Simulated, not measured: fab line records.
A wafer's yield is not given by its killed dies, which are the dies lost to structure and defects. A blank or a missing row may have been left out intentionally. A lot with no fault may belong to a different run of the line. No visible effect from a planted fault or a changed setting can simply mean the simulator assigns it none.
Comparing a struck lot with a sound one -- flow rit cmos -- 14 steps out of a route of 202
Sound: these wafers, L397.2, L397.3, L397.5. Struck: wafers L398.1, L398.2, L398.4. Last of all comes the cause.
Order at every step that has rows: each side's tool, ch and its chambers, its first start. Under that, the readings that differ: sound wafers -- struck wafers -- difference of the means -- sigmas: that difference in standard deviations of wafers without a fault.
alike: a reading whose means differ by less than 2 such deviations, as well as words and numbers matching on both sides. not compared: withheld readings; readings where some wafer has no value; bounds like >300 that might hide an equal value; numbers whose values overlap and for which the record gives no deviation.
The two part at a step that has a row with sigmas, a row that says differs or no value, or rows on one side only. Numbers that have no deviation but don't overlap get no sigmas and don't part them. A reading missing from all wafers of one side parts the sides only when that side holds two or more wafers.

first, 3 steps without rows for these wafers: RIT_NSD_EXPOSE_03 (exposes mask M9, target cd 40700 nm); RIT_NSD_PEB_04; RIT_NSD_DEVELOP_05 (develop time 50 s).
RIT_NSD_OVL_MEAS_06:
  sound on overlay-02, day 4 14:29; struck on overlay-01, day 4 22:06
reading,sound,struck,difference,sigmas
NSD_OVL (nm),-2.4 -2.5 -1.5,3.4 0.7 0.7,+3.7,+2
then, 2 steps without rows for these wafers: RIT_NSD_HARDBAKE_07 (time 60 s); RIT_NSD_IMPLANT_08.
RIT_NSD_STRIP_09: strips in O2, time 180 s.
  sound on plasma asher-02 ch 0, day 4 14:49; struck on plasma asher-03 ch 0,1, day 4 22:26
  alike: drypump motor current A
  not compared: rf hours counter h
RIT_NSD_TW_MEAS_10:
  sound on film metro-01, day 4 14:59; struck on film metro-02, day 4 22:37
  alike: NSD_TW
then, 4 steps without rows for these wafers: RIT_PSD_HMDS_00 (prime time 60 s); RIT_PSD_COAT_01 (resist thk 1000 nm); RIT_PSD_SOFTBAKE_02 (time 60 s); RIT_PSD_EXPOSE_03 (exposes mask M10, target cd 40900 nm).
RIT_PSD_PEB_04:
  struck on litho track-01, day 4 23:23; sound on litho track-04 ch 0, day 4 16:02
reading,sound,struck,difference,sigmas
exhaust pa (Pa),45.1 45.5 45.4,- - -,no value on the struck wafers,
  not compared: chill plate temp C
then, 1 step without rows for these wafers: RIT_PSD_DEVELOP_05 (develop time 50 s).

WHERE THEY PART
First at RIT_NSD_OVL_MEAS_06; last, within this record, at RIT_PSD_PEB_04.

WHY: whatever the simulator had introduced
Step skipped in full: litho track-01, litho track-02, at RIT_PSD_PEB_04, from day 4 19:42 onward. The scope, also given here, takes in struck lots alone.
